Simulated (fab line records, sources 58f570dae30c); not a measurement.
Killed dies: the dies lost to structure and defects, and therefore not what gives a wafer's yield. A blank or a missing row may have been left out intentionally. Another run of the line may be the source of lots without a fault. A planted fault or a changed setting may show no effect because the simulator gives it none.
One fault seen from 2 desks	flow berkeley_cmos170	numbers are kept per desk, each desk with only its own; the story behind them comes last

## FROM THE METROLOGY DESK
What the gauges read, lot by lot, whatever tool the lot ran on: means of the sampled wafers that have a number. If a lot's mean is further than 4 standard deviations from the usual mean, the lot is out of limits and carries the mark OUT (the distance appears in the brackets).
Columns: A = NLDD_OVL at UCB170_NLDD_OVL_MEAS_07, usual -3 nm; B = V1_POLISHED_THK at UCB170_V1_THK_MEAS_04, usual 999.6 nm
lot	first seen here	A	B
L646	day 7 12:16	-9	1000.6
L647	day 7 23:09	-7	999.4
L648	day 7 23:20	-5	999.9
L653	day 9 02:26	-4	998.3
L654	day 9 07:49	3	999.3
L658	day 9 19:20	0	999.2
L660	day 10 09:26	0	1000.1
L659	day 10 10:28	-10	1001.1
L665	day 11 07:09	2	999.2
L663	day 11 07:34	-2	1000.2
L666	day 11 17:51	-4	1000.1
L668	day 11 19:02	3	1000.0
L667	day 11 19:45	-4	1000.0
L669	day 12 13:13	-8	998.5
Finding of this desk: none of the 14 lots has anything out of limits.

## DESK OF THE TOOL OWNER: litho_track-02
The tool's own readings at UCB170_V2_COAT_07 (resist thk 900 nm): means of the sampled wafers that have a number, for each lot that ran on this tool. If a lot's mean is further than 4 standard deviations from the usual mean, the lot is out of limits and carries the mark OUT (the distance appears in the brackets).
Columns: A = spin_speed_rpm at UCB170_V2_COAT_07, usual 1499.9 rpm
lot	first seen here	A
L646	day 8 19:50	1500.9
L653	day 10 07:04	1410.6 (-90) OUT
L654	day 10 15:11	1411.3 (-89) OUT
L665	day 16 19:28	1500.7
Finding of this desk: L653, L654 out of limits; the first was L653 at day 10 07:04, on spin_speed_rpm at UCB170_V2_COAT_07. L646, L665 stayed within limits.

## BROUGHT TOGETHER
The tool owner's desk could have raised an alarm at day 10 07:04, on L653, L654.
Metrology desk: nothing out of limits seen.
The metrology desk holds a record of L653, L654, inside its limits.
The lots listed all ran UCB170_V2_COAT_07 on litho_track-02.

## WHAT HAD BEEN PUT IN BY THE SIMULATOR
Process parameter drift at UCB170_V2_COAT_07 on litho_track-02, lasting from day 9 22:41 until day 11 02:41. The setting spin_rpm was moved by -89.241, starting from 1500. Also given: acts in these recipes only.
Shown lots that were struck: L653, L654.
How many hours passed from the start of the fault until each desk's first out-of-limits reading: the tool owner's desk, 8.
